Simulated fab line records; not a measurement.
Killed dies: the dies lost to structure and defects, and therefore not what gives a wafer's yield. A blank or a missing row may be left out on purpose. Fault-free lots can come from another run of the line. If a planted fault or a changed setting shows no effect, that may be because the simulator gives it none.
Comparing a struck lot with a sound one    flow ritCmos    14 out of 202 route steps
Sound: the wafers L108.2, L108.4, L108.5. Struck: wafers L104.2, L104.3, L104.4. The cause is named last.
Per side, at each step with rows, come the tool, then ch with its chambers, and then its first start. Under that, the readings that differ: sound wafers    struck wafers    difference of the means    sigmas: that difference in standard deviations of wafers without a fault.
alike: same words and numbers on both sides, and readings whose means sit less than 2 such deviations apart. not compared: any withheld reading, any reading some wafer has no value for, any bound like >300 that may hide the same value, and any number with overlapping values for which the record gives no deviation.
A row with sigmas, a row that says differs or no value, or rows on one side alone: a step with any of these is where the two part. Numbers that don't overlap but have no deviation are shown without sigmas and don't part them. A reading that every wafer of one side lacks parts them only if that side has two wafers or more.

first, 1 step without rows for these wafers: RIT_PLDD_IMPLANT_08.
RIT_PLDD_STRIP_09: strips in O2, time 180 s.
  sound on plasmaAsher-03 ch 0,1, day 6 04:06; struck on plasmaAsher-01 ch 0,1, day 5 06:45
reading                   sound        struck       difference  sigmas
drypumpMotorCurrentA (A)  5.8 5.8 5.9  4.7 4.7 5.2  -1.0        -2
  not compared: rfHoursCounterH
RIT_PLDD_TW_MEAS_10:
  struck on filmMetro-04, day 5 06:56; sound on filmMetro-01, day 6 04:17
reading  sound           struck          difference  sigmas
PLDD_TW  2372 2368 2373  2337 2347 2349  -27         -2
then, 4 steps without rows for these wafers: RIT_SPACER_CLEAN_00 (cleans in SC1, time 600 s); RIT_SPACER_CLEAN_01 (cleans in dHF, time 30 s); RIT_SPACER_CLEAN_02 (cleans in SC2, time 600 s); RIT_SPACER_CVD_03 (deposits Si3N4 from SiH2Cl2/NH3, target thk 250 nm, time 3300 s).
RIT_SPACER_THK_MEAS_04:
  struck on filmMetro-02, day 5 09:21; sound on filmMetro-04, day 6 06:41
  alike: SPACER_NITRIDE_THK
RIT_SPACER_ETCHBACK_05: etches Si3N4 in SF6/CHF3, stops on SiO2, target depth 250 nm, time 240 s.
  sound on rieDiel-01 ch 0,1, day 6 06:44; struck on rieDiel-01 ch 0,1,3, day 5 09:24
  alike: drypumpMotorCurrentA, oesProductAu, throttleValvePct
  not compared: rfHoursCounterH
then, 3 steps without rows for these wafers: RIT_NSD_HMDS_00 (prime time 60 s); RIT_NSD_COAT_01 (resist thk 1000 nm); RIT_NSD_SOFTBAKE_02 (time 60 s).
RIT_NSD_EXPOSE_03: exposes mask M9, target cd 40700 nm.
  struck on ilineStepper-02, day 5 10:08; sound on ilineStepper-01 ch 0, day 6 07:41
  no value came back on the struck wafers for exposureDoseMJCm2, focusOffsetNm (nm); on the sound wafers exposureDoseMJCm2 reads 249.97 250.18 250.05
  alike: mask
next, for these wafers, 1 step has no rows: RIT_NSD_PEB_04.

== WHERE THEY PART ==
First at RIT_PLDD_STRIP_09; last, within this record, at RIT_NSD_EXPOSE_03.

WHY: what the simulator had put in
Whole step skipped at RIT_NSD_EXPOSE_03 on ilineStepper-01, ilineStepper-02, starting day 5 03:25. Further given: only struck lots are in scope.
